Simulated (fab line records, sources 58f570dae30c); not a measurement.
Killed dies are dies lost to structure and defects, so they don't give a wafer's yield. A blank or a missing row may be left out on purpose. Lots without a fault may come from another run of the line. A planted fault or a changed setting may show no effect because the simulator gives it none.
One fault seen from 2 desks | flow berkeley_cmos170 | each desk has only its own numbers; what lay behind them comes last

THE TOOL OWNER'S DESK: implanter-02
The tool's own readings at UCB170_NLDD_IMPLANT_08: means of the sampled wafers that have a number, for each lot that ran on this tool. A lot is out of limits, marked OUT, if its mean lies more than 4 standard deviations from the usual mean; the brackets give that distance.
Columns: A = tilt_deg at UCB170_NLDD_IMPLANT_08, usual 6.998 degrees
lot  | first seen here | A
L248 | day 7 15:04     | 7.006
L256 | day 9 07:04     | 5.320 (-93) OUT
L261 | day 9 19:37     | 5.290 (-95) OUT
This desk's finding: out of limits on L256, L261; first on L256, day 9 07:04 (tilt_deg at UCB170_NLDD_IMPLANT_08). In limits: L248.

THE METROLOGY DESK
What the gauges read, lot by lot, whatever tool the lot ran on: means of the sampled wafers that have a number. A lot is out of limits, marked OUT, if its mean lies more than 4 standard deviations from the usual mean; the brackets give that distance.
Columns: A = NLDD_RS at UCB170_SDANNEAL_RS_MEAS_05, usual 616.6 ohm/sq
lot  | first seen here | A
L246 | day 7 03:47     | 615.2
L245 | day 7 03:56     | 617.4
L248 | day 8 05:43     | 618.2
L249 | day 8 06:02     | 615.7
L250 | day 8 06:02     | 617.2
L251 | day 8 17:49     | 615.3
L253 | day 8 18:07     | 615.3
L258 | day 9 20:09     | 619.4
L256 | day 9 20:37     | 605.2 (-8.1) OUT
L263 | day 10 08:41    | 615.3
L262 | day 10 08:43    | 615.8
L261 | day 10 08:49    | 604.0 (-9.0) OUT
L264 | day 11 01:06    | 616.4
L267 | day 11 21:53    | 617.1
This desk's finding: out of limits on L256, L261; first on L256, day 9 20:37 (NLDD_RS at UCB170_SDANNEAL_RS_MEAS_05). In limits: L246, L245, L248, L249, L250, L251, L253, L258, L263, L262, L264, L267.

PUT TOGETHER
The tool owner's desk could have raised an alarm at day 9 07:04, on L256, L261.
The metrology desk could have raised an alarm at day 9 20:37, on L256, L261.
Of the lots named, all ran UCB170_NLDD_IMPLANT_08 on implanter-02.

WHAT THE SIMULATOR HAD PUT IN
Process parameter drift: implanter-02, from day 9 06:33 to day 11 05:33, at UCB170_NLDD_IMPLANT_08. Setting tilt_deg, moved by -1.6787, from 7. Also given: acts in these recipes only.
Lots struck among those shown: L256, L261.
Hours from the fault's start to each desk's first reading out of limits: the tool owner's desk, 1; the metrology desk, 14.
